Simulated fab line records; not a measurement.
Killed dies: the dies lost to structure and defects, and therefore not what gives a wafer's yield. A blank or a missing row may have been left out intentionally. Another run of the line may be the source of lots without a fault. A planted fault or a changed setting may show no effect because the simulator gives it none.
Which tool was responsible? -- flow ritCmos -- 14 lots, 42 wafers sampled, at 1 step of a route of 202

WHAT THE GAUGES READ, wafer by wafer
Not one reading of a measure or inspect step in the record can be checked against a usual standard deviation.

WHICH TOOL RAN EACH LOT (tool, then ch and the chambers of the sampled wafers, then the start)
lot,RIT_NRETRO_DEVELOP_05
L485,"lithoTrack-04 ch 0, day 2 15:00"
L487,"lithoTrack-01 ch 0, day 2 22:00"
L490,"lithoTrack-02 ch 0, day 3 13:00"
L491,"lithoTrack-01 ch 0, day 3 18:00"
L492,"lithoTrack-01 ch 0, day 4 01:00"
L493,"lithoTrack-02 ch 0, day 4 08:00"
L494,"lithoTrack-02 ch 0, day 4 08:00"
L495,"lithoTrack-04 ch 0, day 4 17:00"
L496,"lithoTrack-02 ch 0, day 4 21:00"
L497,"lithoTrack-04 ch 0, day 4 22:00"
L499,"lithoTrack-04 ch 0, day 5 11:00"
L502,"lithoTrack-02 ch 0, day 6 08:00"
L504,"lithoTrack-02, day 6 20:00"
L506,"lithoTrack-04, day 7 01:00"
- RIT_NRETRO_DEVELOP_05: develop time 68 s.

WHAT THE TOOLS THEMSELVES READ (means of the sampled wafers that have a number; where no wafer has one, the mark that the record gives instead)
RIT_NRETRO_DEVELOP_05.
lot,tool,chillPlateTempC (C),developerTempC (C),resistLineTempC (C)
L485,lithoTrack-04,23.02,23.06,23.00
L487,lithoTrack-01,22.96,22.99,22.89
L490,lithoTrack-02,22.92,23.03,22.89
L491,lithoTrack-01,22.90,22.94,23.12
L492,lithoTrack-01,23.00,22.95,23.06
L493,lithoTrack-02,23.01,23.04,22.96
L494,lithoTrack-02,23.04,22.88,22.85
L495,lithoTrack-04,23.11,23.06,22.94
L496,lithoTrack-02,23.08,23.07,23.16
L497,lithoTrack-04,22.96,23.14,22.92
L499,lithoTrack-04,22.85,22.95,23.07
L502,lithoTrack-02,22.93,22.92,23.04
L504,lithoTrack-02,-,-,-
L506,lithoTrack-04,-,-,-

THE ANSWER, worked out from the rows above alone
Rule: the usual values come from the lots themselves. The widest of any qualifying gaps counts: lots, ordered by their means at a reading, are off when they make up no more than a third of the lots, leave a main group of 4 or more, and stand apart from it by 3 or more times the standard deviation of that group's means. If all means in a main group match to the digits the tables above print for the reading, that group is not used. Also off: a lot with no number at a reading for which 4 or more lots have one. The other lots that the step has rows for count as sound. After the gauges, taken in route order, come the tools' own readings; for these a lot's mean is taken, as printed above. At the first step where some lot is off, the reading lying furthest off is the one used; lots without a number count as furthest.
Off at RIT_NRETRO_DEVELOP_05 (chillPlateTempC): L504, L506. Without a number there: L504, L506. The main group: mean 22.98 C, standard deviation 0.073.
If a tool, at that step or one of the process steps before it, ran each lot that is off and ran no sound lot following the first of them, it fits. Of those tried, none fits.

WHAT THE SIMULATOR HAD INSERTED
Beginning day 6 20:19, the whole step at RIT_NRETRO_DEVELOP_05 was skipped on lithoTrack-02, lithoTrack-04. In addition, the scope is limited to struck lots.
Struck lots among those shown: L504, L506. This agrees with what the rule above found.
